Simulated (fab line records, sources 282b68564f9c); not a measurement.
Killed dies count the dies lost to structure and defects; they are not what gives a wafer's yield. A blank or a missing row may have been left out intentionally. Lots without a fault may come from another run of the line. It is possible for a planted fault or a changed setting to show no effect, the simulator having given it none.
8D (eight disciplines) problem report, filled in by code :: flow ritCmos :: the parts of the form that need people (team, actions taken, sign-off) are left out

== 1. THE ISSUE ==
Wafers with no fault read 7 with a standard deviation of 3.2, whereas killedAtFrontEnd at RIT_M1_PROBE_99 reads a mean of 39 on 1 wafer of 1 lot. That puts it +10 standard deviations away from the usual mean.
First observed at day 4 15:55: wafer L184.4, on prober-02. The record holds 3 wafers of 1 lot with a number at this step. Rule for "out", or "out of limits": more than 4 standard deviations from the usual mean. The other wafers with a number count as sound.

== 2. WHAT IT IS AND WHAT IT IS NOT ==
question: which readings at this step
is: killedAtFrontEnd, killedDies
is not: killedAtContacts, killedOpen, killedShort

question: which lots
is: L184
is not: -

question: which wafers of those lots
is: L184.4
is not: L184.2, L184.5

question: read on which tools
is: prober-02
is not: -

question: when
is: from day 4 15:55
is not: up to then (1 sound wafer); but 1 sound wafer of L184 came after

== 3. WHAT RULES OUT EACH SUSPECT ==
Counting: a tool at a process step up to the reading stays a suspect if it ran every lot that is out. Sound lots after the first of them don't rule it out here, since some wafers of a struck lot are sound.
- rieDiel-04 at RIT_ACTIVE_ETCH_13 (etches Si3N4 in SF6, stops on SiO2, time 210 s, target depth 210 nm): kept. It ran the lot that is out, L184 (day 2 15:50).
- prober-02 at RIT_M1_PROBE_99: kept. It ran the lot that is out, L184 (day 4 15:49). Its own readings are out on those wafers: killedAtFrontEnd, killedDies.
- The sound lot-mates ran in chamber 2 of rieDiel-04 at RIT_ACTIVE_ETCH_13, but the wafers that are out ran in chamber 3.
What counting leaves: rieDiel-04 at RIT_ACTIVE_ETCH_13 and prober-02 at RIT_M1_PROBE_99.

== 4. THE CAUSE (what the simulator had put in) ==
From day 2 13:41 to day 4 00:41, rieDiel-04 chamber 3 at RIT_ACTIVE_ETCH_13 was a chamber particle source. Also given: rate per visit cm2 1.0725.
This tool is one of the 2 suspects left after counting.

== 5. SEQUENCE OF EFFECTS, ordered by route ==
One row per reading whose mean, taken over the struck wafers that have a number, lies over 3 standard deviations from the usual. Only readings whose record carries a usual standard deviation are examined. hours: median over the lots of the time between each lot's start at the first step of this table that gives one and its start at this step. sigmas: the change, counted in usual standard deviations.
hours: 0
step: RIT_M1_PROBE_99
reading: killedAtFrontEnd
usual: 7
on struck wafers: 39
change: +32
sigmas: +10

hours: 0
step: RIT_M1_PROBE_99
reading: killedDies
usual: 8
on struck wafers: 39
change: +31
sigmas: +9.7
Its process steps:
- RIT_M1_PROBE_99

== 6. HOW IT WOULD HAVE BEEN CAUGHT EARLIER ==
In this record no reading fell out of limits until day 4 15:55, 50 hours after the fault had begun at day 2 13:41.
No tool reading at RIT_ACTIVE_ETCH_13 that has a usual standard deviation in the record was out on any struck wafer, so an alarm limit of 4 standard deviations on those readings would not have fired.
All the lots that are out (1) had begun RIT_ACTIVE_ETCH_13 on rieDiel-04 by day 4 15:55. A hold on the tool at that time would have spared none of them.
